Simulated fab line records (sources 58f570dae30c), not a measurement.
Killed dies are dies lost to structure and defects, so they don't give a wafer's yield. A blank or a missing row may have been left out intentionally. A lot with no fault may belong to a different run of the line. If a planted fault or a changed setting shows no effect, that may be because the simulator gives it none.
Split-lot study -- flow berkeley-cmos170 -- 5 lots, 23 wafers read, on a route of 331 steps

== ABOUT THE SPLIT ==
At UCB170_V2_EXPOSE_09 (exposes mask VIA2, target cd 700 nm), the setting dose-mj was moved away from the recipe's 37 on 8 of the 23 wafers read, by -4.6% to -4.1%. All remaining wafers had this setting at the recipe value.

== FROM THE SPLIT TO THE READING: what the file shows between them, 5 steps ==
- UCB170_V2_PEB_10
- UCB170_V2_DEVELOP_11: develop time 45 s
- UCB170_V2_CD_MEAS_12: target cd 700 nm
- UCB170_V2_ETCH_14: etches SiO2 in CHF3/CF4/Ar, stops on Al, target depth 1250 nm, time 291 s
- UCB170_V2_STRIP_15: strips in O2

== THE READING ==
At UCB170_V2_CD_MEAS_90: cd-nm in nanometres, against a target cd of 700 nm. On this fab line, fault-free wafers typically give 699.9 nm with a standard deviation of 1.5 nm.

wafer,"tool, chamber at the split",dose-mj as run,against the recipe,"cd-nm, nm",against lot-mates on the recipe
L074.1,"krf-scanner-01, 0",35.29,-4.6%,693.4,-7.0
L074.2,"krf-scanner-01, 0",35.29,-4.6%,692.8,-7.6
L074.4,"krf-scanner-01, 0",37,recipe,700.0,-
L074.5,"krf-scanner-01, 0",35.29,-4.6%,691.3,-9.1
L074.6,"krf-scanner-01, 0",37,recipe,700.8,-
L076.1,"krf-scanner-02, 0",37,recipe,699.5,-
L076.2,"krf-scanner-02, 0",37,recipe,700.6,-
L076.3,"krf-scanner-02, 0",37,recipe,700.4,-
L076.4,"krf-scanner-02, 0",37,recipe,700.5,-
L076.6,"krf-scanner-02, 0",37,recipe,700.7,-
L075.4,"krf-scanner-02, 0",37,recipe,700.8,-
L075.5,"krf-scanner-02, 0",37,recipe,699.6,-
L075.6,"krf-scanner-02, 0",37,recipe,702.2,-
L077.2,"krf-scanner-01, 0",37,recipe,698.0,-
L077.3,"krf-scanner-01, 0",37,recipe,696.8,-
L077.4,"krf-scanner-01, 0",35.47,-4.1%,689.4,-8.1
L077.5,"krf-scanner-01, 0",37,recipe,697.6,-
L077.6,"krf-scanner-01, 0",35.47,-4.1%,689.9,-7.6
L084.1,"krf-scanner-01, 0",35.35,-4.5%,691.3,-8.5
L084.2,"krf-scanner-01, 0",37,recipe,699.6,-
L084.3,"krf-scanner-01, 0",35.35,-4.5%,692.3,-7.5
L084.4,"krf-scanner-01, 0",37,recipe,699.9,-
L084.6,"krf-scanner-01, 0",35.35,-4.5%,693.4,-6.4

THE FIT
A straight line over all 23 wafers: cd-nm changes by +1.8 nm for each +1% of dose-mj; r = +0.93; the points scatter about the line by 1.6 nm.
The same after taking each lot's own level away (the mean of its wafers on the recipe; 23 wafers): +1.73 nm for each +1%; r = +0.98; scatter 0.73 nm.
Per that fit: largest dose-mj move, reading shift of 8 nm.
The span of the lots' own levels, 697.47 to 700.87 nm, comes to 2.3 times the standard deviation stated above.
The two slopes are in agreement: the lot-to-lot level therefore moves the slope only a little.
Check: -8.16 nm against its lot-mates is what the line predicts for one of the wafers moved furthest among these (-4.6%) when that wafer is left out of the fit. It came out at -7 nm against them.

== FURTHER SPLITS ON THESE WAFERS ==
Before the reading, these wafers also passed through other splits. Each is held against what the fit with the lots' levels taken away leaves over:
other split on the same wafers,wafers away from the commonest value,r with cd-nm (lot level and that fit taken away)
UCB170_SPACER_CVD_00 time-s,8,+0.05
UCB170_NSD_COAT_01 resist-thk-nm,7,+0.21
UCB170_NSD_EXPOSE_03 dose-mj,5,+0.00
UCB170_BACKSIDE_COAT_01 spin-rpm,7,-0.19
UCB170_V1_CVD_00 time-s,10,-0.10
UCB170_V1_ETCH_14 rf-w,10,-0.02

== THE WHOLE CHAIN: every reading that the file lists as answering this split, in the file's order ==
step,what it does,reading,change (the file's fit),r (the file's)
UCB170_V2_CD_MEAS_12,target cd 700 nm,cd-nm,+1.64 nm for each +1% of the setting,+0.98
UCB170_V2_ETCH_14,"etches SiO2 in CHF3/CF4/Ar, stops on Al, target depth 1250 nm, time 291 s","V2.cd-nm (the simulator's own value, which no gauge read)",+1.71 nm for each +1% of the setting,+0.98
UCB170_V2_CD_MEAS_90,target cd 700 nm,cd-nm,+1.74 nm for each +1% of the setting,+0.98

== THE FILE'S OWN FIT ==
cd-nm changes by +1.74 nm for each +1% of dose-mj, r = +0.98.
